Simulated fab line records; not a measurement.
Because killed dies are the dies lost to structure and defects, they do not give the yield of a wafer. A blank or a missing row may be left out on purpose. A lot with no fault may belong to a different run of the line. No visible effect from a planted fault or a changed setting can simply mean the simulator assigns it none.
Matching of chambers	flow berkeley-cmos170	UCB170_M1_ETCH_11 on rie-diel-04: 4 sister chambers
The step etches BARC in N2/H2. 8 wafers are shown with their chamber, then 7 later ones without.

== WAFERS PAIRED WITH THEIR CHAMBERS ==
wafer	chamber	throttle-valve-pct (%)	drypump-motor-current-A (A)
L630.5	3	13.24	5.2
L633.4	1	13.49	5.8
L633.6	3	13.27	5.2
L643.1	0	13.58	5.6
L643.4	1	13.50	5.9
L643.5	2	13.03	5.4
L642.2	2	13.03	5.4
L642.5	0	13.56	5.6

== WAFERS WITH NO CHAMBER GIVEN ==
wafer	throttle-valve-pct (%)	drypump-motor-current-A (A)
L642.6	13.25	5.2
L646.2	13.49	5.9
L646.4	13.26	5.2
L646.6	13.48	5.9
L651.1	13.60	5.6
L651.3	13.51	5.9
L651.4	13.26	5.2

== CHAMBER TAKEN BY EACH ==
wafer	from the rows above	in truth
L642.6	3	3
L646.2	1	1
L646.4	3	3
L646.6	1	1
L651.1	0	0
L651.3	1	1
L651.4	3	3
Correctly placed: 7 of 7. From these rows, 0 cannot be placed. Placed wrongly: 0.
How it was worked out, from the rows above alone: a wafer's distance from a chamber is the root of the sum, over the readings, of the square of ((its reading less the chamber's mean) divided by the reading's scatter). The wafer belongs to the nearest chamber; if the next one is less than 2 further off, it can't be placed. Each chamber's mean is taken over the wafers shown for it. How the scatter is found: for the shown wafers, subtract from each reading the mean of its chamber, square and add these, divide the total by (wafers less chambers), then take the root.
